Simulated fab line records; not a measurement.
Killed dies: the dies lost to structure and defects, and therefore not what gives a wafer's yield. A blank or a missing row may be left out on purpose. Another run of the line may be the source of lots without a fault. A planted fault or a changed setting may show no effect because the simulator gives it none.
Which of the tools did it? || flow berkeley-cmos170 || 21 wafers from 7 lots sampled at 2 of the route's 331 steps

WHAT EACH GAUGE READ, for each wafer
UCB170_PLDD_TW_MEAS_11.
{"lot": "L850", "measured": "day 6 03:16", "on": "film-metro-01", "PLDD_TW": "1020 1011 1019"}
{"lot": "L851", "measured": "day 6 14:47", "on": "film-metro-03", "PLDD_TW": "1015 1021 1019"}
{"lot": "L854", "measured": "day 7 07:11", "on": "film-metro-01", "PLDD_TW": "1017 1012 1009"}
{"lot": "L858", "measured": "day 8 03:10", "on": "film-metro-01", "PLDD_TW": "1019 1014 1017"}
{"lot": "L863", "measured": "day 8 23:52", "on": "film-metro-02", "PLDD_TW": "954 956 950"}
{"lot": "L867", "measured": "day 10 02:02", "on": "film-metro-01", "PLDD_TW": "1007 1012 1011"}
{"lot": "L871", "measured": "day 11 08:13", "on": "film-metro-02", "PLDD_TW": "1009 1006 1013"}

EACH LOT AND THE TOOL THAT RAN IT (in order: tool; ch and the chambers of the sampled wafers; start)
{"lot": "L850", "UCB170_PLDD_IMPLANT_09": "implanter-01 ch 0, day 6 03:02"}
{"lot": "L851", "UCB170_PLDD_IMPLANT_09": "implanter-01 ch 0, day 6 14:33"}
{"lot": "L854", "UCB170_PLDD_IMPLANT_09": "implanter-04 ch 0, day 7 06:58"}
{"lot": "L858", "UCB170_PLDD_IMPLANT_09": "implanter-01 ch 0, day 8 02:56"}
{"lot": "L863", "UCB170_PLDD_IMPLANT_09": "implanter-01 ch 0, day 8 23:37"}
{"lot": "L867", "UCB170_PLDD_IMPLANT_09": "implanter-03 ch 0, day 10 01:49"}
{"lot": "L871", "UCB170_PLDD_IMPLANT_09": "implanter-04 ch 0, day 11 08:00"}
- UCB170_PLDD_IMPLANT_09

THE ANSWER, worked out from the rows above alone
Rule: the lots themselves supply what counts as usual. Put in order of their means at a reading, lots are off if they are a third of the lots or fewer, leave a main group of 4 or more, and stand apart from it by a gap of 3 or more times the standard deviation of the main group's means; of several such gaps the widest counts. Not used: any main group whose means are identical at the precision the tables above print for the reading. Also off: a lot with no number at a reading for which 4 or more lots have one. Any other lot the step has rows for is counted as sound.
Off: at UCB170_PLDD_TW_MEAS_11 (PLDD_TW), L863. Main group: mean 1014, sd 3.5.
If a tool, at a process step before that reading, ran all the lots that are off and no sound lot after the first of them, it fits. The gauges at UCB170_PLDD_TW_MEAS_11 are tried like those tools. One fits: UCB170_PLDD_IMPLANT_09 on implanter-01. A fault onset in the window from L858 (day 8 02:56, its last sound lot) to L863 (day 8 23:37, its first lot off) fits.

WHAT THE SIMULATOR HAD INSERTED
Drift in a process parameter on implanter-01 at UCB170_PLDD_IMPLANT_09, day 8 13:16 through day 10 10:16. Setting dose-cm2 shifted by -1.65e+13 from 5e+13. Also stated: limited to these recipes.
Lots struck among those shown: L863. The rule above found the same.
